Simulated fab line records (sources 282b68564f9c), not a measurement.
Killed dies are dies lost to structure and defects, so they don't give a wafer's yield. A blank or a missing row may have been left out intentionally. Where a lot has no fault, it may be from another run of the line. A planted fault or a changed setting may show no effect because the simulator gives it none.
fab line records	flow rit-cmos
record lots=14	wafers=42	last-day=7
route steps=202 shown GATE@95 SDANNEAL@156 CONTACT@180 M1@201
lots untouched by any fault: they come from a run of this same line in which no faults occurred
start-h: the number of hours between the record's first day and the start of the first shown wafer of the lot	wait-h: hours elapsed since this lot's preceding step	" identical to the entry in the row above	L1.1+2: a single row standing in for several wafers	- no value, or no start was given	* or withheld: withheld	< > ~ a bound
route shown NAME@n: a module of which the file shows steps, and the number in the route of the first	usual: mean/standard deviation taken from wafers without a fault	same: alike in all rows	chamber/n: place in a boat	sites: readings site by site	_std_site: standard deviation across them	_edge_site: outer sites' mean less inner sites'	radius-mm: how far each site lies from the wafer's centre	mask NAME#n: copy n	behind: tool/chamber where the wafer was last shaped	hold: why the lot went on hold/how many hours it stayed there/how the hold came to an end	device: the transistor (n, p or np) that didn't switch	end of line: the route-end tests of the same wafers	where a step has no rows: the recipe by itself	killed: dies lost to structure and defects at the first sort, not the wafer's yield	map: dies across one wafer; x = killed, . = not, _ = none there
set.NAME: the run value of the setting; set.NAME@STEP: its run value at that earlier step	model.NAME: the simulator's own value behind a step, which no gauge read
steps of the route over a sample of lots; a table a step, a row a wafer
services: the hour from which a tool's chamber was out of use, counted from the record's first day as start-h (under 0 if before that day), plus the number of hours and why
## steps
# step RIT_GATE_ETCH_19
# recipe chemistry=SF6/CHF3/O2	time-s=165	SF6_flow_sccm=30	CHF3_flow_sccm=30	O2_flow_sccm=5	target=poly-Si	pressure-mtorr=40	rf-w=160	target-depth-a=3125	over-etch-frac=0.25	stop-on=SiO2
# usual O2_flow_sccm=4.998/0.015	drypump-motor-current-A=5.8/0.53	oes-product-au=0.850/0.01	throttle-valve-pct=10.27/0.2
# same over-etch-frac=0.25
lot.wafer	tool	chamber	start-h	wait-h	O2_flow_sccm	drypump-motor-current-A	oes-product-au	rf-hours-counter-h	throttle-valve-pct
L689.1	rie-si-01	1	62.52	0.1	4.975	6.5	0.856	72	10.41
L689.3	"	3	"	"	5.021	6.0	0.844	3	10.26
L689.6	"	0	"	"	4.999	6.2	0.852	-	10.54
L693.1	rie-si-02	1	72.28	0.1	5.018	6.0	0.841	130	10.13
L693.2	"	2	"	"	5.004	5.3	0.855	113	9.95
L693.6	"	0	"	"	4.985	5.0	0.846	-	10.41
L692.2	rie-si-01	2	73.01	0.1	4.988	5.3	0.860	126	10.05
L692.3	"	1	"	"	5.000	6.5	0.842	72	10.42
L692.5	"	0	"	"	5.032	6.2	0.841	-	10.55
L696.1	rie-si-02	2	84.25	0.1	4.995	5.2	0.864	113	9.94
L696.5	"	2	"	"	5.003	5.2	0.866	-	9.97
L696.6	"	0	"	"	5.008	5.0	0.860	-	10.41
L697.3	rie-si-01	2	87.49	0.1	4.998	5.4	0.854	126	10.04
L697.4	"	3	"	"	5.028	6.0	0.842	3	10.25
L697.5	"	2	"	"	4.995	5.4	0.854	-	10.03
L698.2	rie-si-02	0	92.80	0.1	4.994	5.0	0.860	1	10.40
L698.3	"	2	"	"	4.998	5.2	0.866	113	9.95
L698.5	"	0	"	"	5.010	5.0	0.858	-	10.39
L699.3	rie-si-01	2	97.88	0.1	4.968	5.3	0.858	126	10.04
L699.4	"	3	"	"	5.006	6.0	0.842	3	10.26
L699.6	"	2	"	"	4.975	5.3	0.869	-	10.04
L700.2	rie-si-02	3	103.33	0.1	5.001	6.4	0.840	4	10.51
L700.5	"	0	"	"	5.005	5.0	0.846	-	10.41
L700.6	"	1	"	"	5.005	6.0	0.843	-	10.12
L701.2	rie-si-01	3	106.04	0.1	4.994	6.0	0.829	3	10.26
L701.5	"	1	"	"	5.013	6.5	0.844	-	10.43
L701.6	"	0	"	"	4.985	6.2	0.851	-	10.54
L702.3	rie-si-02	2	113.86	0.1	5.017	5.2	0.855	114	9.94
L702.4	"	0	"	"	4.995	5.0	0.853	1	10.40
L702.6	"	3	"	"	4.980	6.4	0.840	-	10.50
L703.1	rie-si-01	1	117.23	0.1	5.011	6.5	0.856	73	10.42
L703.3	"	0	"	"	4.991	6.2	0.851	51	10.56
L703.6	"	0	"	"	4.990	6.3	0.847	-	10.54
L704.1	rie-si-02	0	119.16	0.1	4.971	5.0	0.855	1	10.39
L704.3	"	3	"	"	5.013	6.4	0.844	4	10.51
L704.6	"	3	"	"	4.996	6.4	0.846	-	10.49
L708.3	rie-si-02	1	138.34	0.1	4.976	6.0	0.836	130	10.13
L708.4	"	3	"	"	4.984	6.4	0.836	4	10.51
L708.6	"	1	"	"	5.004	6.0	0.839	-	10.11
L709.1	rie-si-01	2	152.52	0.1	4.993	5.3	0.856	127	10.04
L709.4	"	1	"	"	5.003	6.5	0.844	73	10.40
L709.6	"	3	"	"	4.975	6.0	0.841	-	10.24
# step RIT_SDANNEAL_RTA_03
# recipe temp-c=1050	time-s=5	idle-temp-c=600	ramp-up-c-per-s=342	ramp-down-c-per-s=171	cool-to-c=600	ambient=N2
# usual wafer_temp_C_max=1053.4/1.1
lot.wafer	tool	chamber	start-h	wait-h	wafer_temp_C_max
L689.1	rtp-anneal-02	0	76.79	0.0	1054.5
L689.3	"	0	"	"	1052.7
L689.6	"	0	"	"	1052.2
L693.1	rtp-anneal-01	0	86.70	0.0	1052.9
L693.2	"	0	"	"	1052.4
L693.6	"	0	"	"	1052.8
L692.2	rtp-anneal-02	0	88.36	0.0	1052.8
L692.3	"	0	"	"	1054.1
L692.5	"	0	"	"	1054.1
L696.1	rtp-anneal-01	0	98.48	0.0	1053.3
L696.5	"	0	"	"	1051.5
L696.6	"	0	"	"	1052.9
L697.3	rtp-anneal-02	0	101.02	0.0	1053.6
L697.4	"	0	"	"	1052.7
L697.5	"	0	"	"	1053.1
L698.2	rtp-anneal-01	0	106.64	0.0	1053.6
L698.3	"	0	"	"	1051.9
L698.5	"	0	"	"	1052.2
L699.3	rtp-anneal-02	0	111.20	0.0	1053.8
L699.4	"	0	"	"	1053.0
L699.6	"	0	"	"	1050.8
L700.2	rtp-anneal-01	0	115.45	0.0	1054.4
L700.5	"	0	"	"	1053.3
L700.6	"	0	"	"	1052.4
L701.2	rtp-anneal-02	0	121.10	0.0	1054.3
L701.5	"	0	"	"	1052.8
L701.6	"	0	"	"	1054.9
L702.3	rtp-anneal-01	0	127.65	0.0	1052.5
L702.4	"	0	"	"	1054.8
L702.6	"	0	"	"	1054.7
L703.1	rtp-anneal-02	0	129.70	0.0	1054.4
L703.3	"	0	"	"	1053.2
L703.6	"	0	"	"	1054.6
L704.1	rtp-anneal-01	0	133.64	0.0	1054.0
L704.3	"	0	"	"	1054.0
L704.6	"	0	"	"	1052.5
L708.3	rtp-anneal-01	0	152.70	0.0	1054.3
L708.4	"	0	"	"	1052.2
L708.6	"	0	"	"	1053.9
L709.1	rtp-anneal-02	0	164.80	0.0	1054.1
L709.4	"	0	"	"	1052.9
L709.6	"	0	"	"	1053.8
# step RIT_CONTACT_STRIP_12
# recipe chemistry=O2	time-s=180	resist=NOVOLAK	platen-temp-c=withheld	power-w=500	pressure-mtorr=4000	o2-flow-sccm=4000
# usual drypump-motor-current-A=5.66/0.21
lot.wafer	tool	chamber	start-h	wait-h	drypump-motor-current-A	rf-hours-counter-h
L689.1	plasma-asher-01	0	79.45	0.1	5.86	42
L689.3	"	1	"	"	5.81	-
L689.6	"	0	"	"	5.87	-
L693.1	plasma-asher-02	1	89.46	0.1	5.35	46
L693.2	"	0	"	"	5.79	46
L693.6	"	1	"	"	5.35	-
L692.2	plasma-asher-03	0	91.30	0.1	5.85	42
L692.3	"	1	"	"	5.44	-
L692.5	"	1	"	"	5.42	-
L696.1	plasma-asher-03	0	101.24	0.1	5.88	44
L696.5	"	1	"	"	5.45	-
L696.6	"	0	"	"	5.91	-
L697.3	plasma-asher-02	0	103.98	0.2	5.78	-
L697.4	"	1	"	"	5.36	-
L697.5	"	1	"	"	5.38	-
L698.2	plasma-asher-03	1	109.58	0.1	5.46	45
L698.3	"	0	"	"	5.88	-
L698.5	"	0	"	"	5.87	-
L699.3	plasma-asher-03	1	114.00	0.2	5.48	-
L699.4	"	0	"	"	5.87	-
L699.6	"	0	"	"	5.85	-
L700.2	plasma-asher-03	1	118.57	0.1	5.46	47
L700.5	"	1	"	"	5.47	-
L700.6	"	0	"	"	5.87	-
L701.2	plasma-asher-03	1	123.72	0.1	5.46	47
L701.5	"	1	"	"	5.45	-
L701.6	"	0	"	"	5.89	-
L702.3	plasma-asher-03	0	130.45	0.2	5.85	-
L702.4	"	1	"	"	5.42	-
L702.6	"	1	"	"	5.43	-
L703.1	plasma-asher-02	0	132.76	0.1	5.74	52
L703.3	"	0	"	"	5.77	-
L703.6	"	1	"	"	5.36	-
L704.1	plasma-asher-02	1	136.33	0.1	5.36	53
L704.3	"	1	"	"	5.34	-
L704.6	"	0	"	"	5.78	-
L708.3	plasma-asher-01	0	155.38	0.2	5.84	-
L708.4	"	1	"	"	5.79	-
L708.6	"	0	"	"	5.84	-
L709.1	plasma-asher-01	0	167.64	0.1	5.84	5
L709.4	"	0	"	"	5.85	-
L709.6	"	1	"	"	5.79	-
# step RIT_M1_BOW_MEAS_16
# recipe mode=bow
# usual M1_BOW=17/7.1
lot.wafer	tool	chamber	start-h	wait-h	M1_BOW[um]
L689.1	film-metro-02	-	84.14	0.0	30
L689.3	"	-	"	"	24
L689.6	"	-	"	"	22
L693.1	film-metro-02	-	94.13	0.0	15
L693.2	"	-	"	"	18
L693.6	"	-	"	"	11
L692.2	film-metro-02	-	96.08	0.0	13
L692.3	"	-	"	"	7
L692.5	"	-	"	"	8
L696.1	film-metro-04	-	105.78	0.0	23
L696.5	"	-	"	"	15
L696.6	"	-	"	"	19
L697.3	film-metro-02	-	108.50	0.0	27
L697.4	"	-	"	"	25
L697.5	"	-	"	"	24
L698.2	film-metro-02	-	114.16	0.0	15
L698.3	"	-	"	"	15
L698.5	"	-	"	"	16
L699.3	film-metro-03	-	118.74	0.0	16
L699.4	"	-	"	"	11
L699.6	"	-	"	"	20
L700.2	film-metro-02	-	123.25	0.0	13
L700.5	"	-	"	"	-3
L700.6	"	-	"	"	11
L701.2	film-metro-04	-	128.28	0.0	17
L701.5	"	-	"	"	16
L701.6	"	-	"	"	16
L702.3	film-metro-02	-	135.43	0.0	10
L702.4	"	-	"	"	35
L702.6	"	-	"	"	4
L703.1	film-metro-02	-	137.45	0.0	14
L703.3	"	-	"	"	26
L703.6	"	-	"	"	27
L704.1	film-metro-02	-	150.83	0.0	10
L704.3	"	-	"	"	18
L704.6	"	-	"	"	8
L708.3	film-metro-02	-	160.79	0.0	17
L708.4	"	-	"	"	21
L708.6	"	-	"	"	15
L709.1	film-metro-03	-	172.23	0.0	13
L709.4	"	-	"	"	10
L709.6	"	-	"	"	9
# step RIT_M1_PROBE_99
# usual killed_at_M0_to_M3=0.0/0.14	killed-at-contacts=0.0/0.2	killed-at-front-end=7.3/2.8	killed-dies=7.3/2.8	killed-open=3.8/1.9	killed-short=3.5/1.8
# same gross-dies=264	killed_at_M4_up=0	killed-at-back-side=0	killed-at-other=0
lot.wafer	tool	chamber	start-h	wait-h	killed_at_M0_to_M3	killed-at-contacts	killed-at-front-end	killed-dies	killed-open	killed-short
L701.2	prober-02	-	128.43	0.1	0	0	8	8	5	3
L701.5	prober-02	-	128.58	0.2	0	0	8	8	5	3
L701.6	prober-02	-	128.63	0.2	0	0	8	8	5	3
L703.1	prober-02	-	137.57	0.1	1	0	8	9	5	4
L703.3	prober-02	-	137.67	0.2	0	1	7	8	4	4
L703.6	prober-02	-	137.82	0.2	0	0	10	10	4	6
L704.1	prober-01	-	150.95	0.1	0	0	13	13	9	4
L704.3	prober-01	-	151.05	0.2	0	0	35	35	2	4
L704.6	prober-01	-	151.20	0.2	0	0	33	33	3	2
L708.3	prober-01	-	160.97	0.2	0	0	10	10	5	5
L708.4	prober-01	-	161.02	0.2	0	0	37	37	4	3
L708.6	prober-01	-	161.12	0.2	0	0	9	9	5	4
# killed by level:class
L701.2 REOX:geometric-particle:open=3 GATE:geometric-particle:open=2 REOX:geometric-particle:short=2 GATE:geometric-particle:short=1
L701.5 FOX1:geometric-particle:open=1 FOX2:geometric-particle:short=1 GATE:geometric-particle:open=1 GATE:geometric-particle:short=1 REOX:geometric-particle:short=1 REOX:geometric-particle:open=1 SPACER:geometric-particle:open=1 SILICIDE:geometric-particle:open=1
L701.6 REOX:geometric-particle:open=4 GATE:geometric-particle:short=2 GATE:geometric-particle:open=1 REOX:geometric-particle:short=1
L703.1 FOX1:geometric-particle:short=2 GATE:geometric-particle:open=2 REOX:geometric-particle:open=2 FOX2:geometric-particle:open=1 GATE:geometric-particle:short=1 M1:geometric-particle:short=1
L703.3 REOX:geometric-particle:short=2 FOX1:geometric-particle:open=1 GATE:geometric-particle:open=1 GATE:geometric-particle:short=1 REOX:geometric-particle:open=1 SPACER:geometric-particle:open=1 CONTACT:geometric-particle:short=1
L703.6 GATE:geometric-particle:short=4 FOX1:geometric-particle:open=2 REOX:geometric-particle:short=2 GATE:geometric-particle:open=1 SPACER:geometric-particle:open=1
L704.1 GATE:geometric-particle:open=3 REOX:geometric-particle:open=2 SILICIDE:geometric-particle:open=2 FOX1:geometric-particle:short=1 FOX1:geometric-particle:open=1 GATE:geometric-particle:short=1 REOX:geometric-particle:short=1 SPACER:geometric-particle:open=1
L704.3 GATE:unspecified=29 GATE:geometric-particle:short=2 FOX1:geometric-particle:open=1 FOX1:geometric-particle:short=1 SILICIDE:geometric-particle:short=1 SILICIDE:geometric-particle:open=1
L704.6 GATE:unspecified=28 GATE:geometric-particle:short=2 SILICIDE:geometric-particle:open=2 GATE:geometric-particle:open=1
L708.3 SILICIDE:geometric-particle:short=3 GATE:geometric-particle:open=2 SILICIDE:geometric-particle:open=2 FOX1:geometric-particle:open=1 FOX1:geometric-particle:short=1 FOX2:geometric-particle:short=1
L708.4 GATE:unspecified=30 GATE:geometric-particle:open=2 FOX1:geometric-particle:short=1 FOX2:geometric-particle:open=1 GATE:geometric-particle:short=1 SPACER:geometric-particle:open=1 SPACER:geometric-particle:short=1
L708.6 FOX1:geometric-particle:short=2 GATE:geometric-particle:short=2 SILICIDE:geometric-particle:open=2 FOX1:geometric-particle:open=1 FOX2:geometric-particle:open=1 GATE:geometric-particle:open=1
## services
tool	chamber	start-h	hours	kind
rie-si-02	3	55.14	47.0	repair
plasma-asher-01	-	83.33	28.1	pm
plasma-asher-01	-	111.44	9.0	pm
plasma-asher-01	0	111.44	9.0	vent-cycle
plasma-asher-01	1	111.44	9.0	vent-cycle
plasma-asher-01	-	113.25	4.2	repair
plasma-asher-01	0	120.44	-	clean
plasma-asher-01	1	120.44	-	clean
plasma-asher-01	-	159.39	3.5	repair
## key
first-sign step=RIT_M1_PROBE_99	reading=killed-at-front-end	direction=up	sigmas=9.8	usual=7.3	struck=35
effect step=RIT_M1_PROBE_99	reading=killed-dies	direction=up	sigmas=9.7	usual=7.3	struck=35
met-at RIT_GATE_ETCH_19
struck-lots L704,L708
struck-wafers L704.3,L704.6,L708.4
tester-left-out L704,L708
not-acting-at RIT_SDANNEAL_RTA_03,RIT_CONTACT_STRIP_12,RIT_M1_BOW_MEAS_16
onset-between 113.86 119.16
fault kind=chamber-particle-source	tool=rie-si-02	chamber=3	onset-h=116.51	steps=RIT_GATE_ETCH_19	rate-per-visit-cm2=0.66673	end-h=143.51
# tester-left-out: of these lots the tester's yield and bins aren't shown, on N5 and GAA mostly nor the transistor test; their killed dies are dies lost to structure and defects alone, not to doping, threshold or leakage, so they don't give the yield
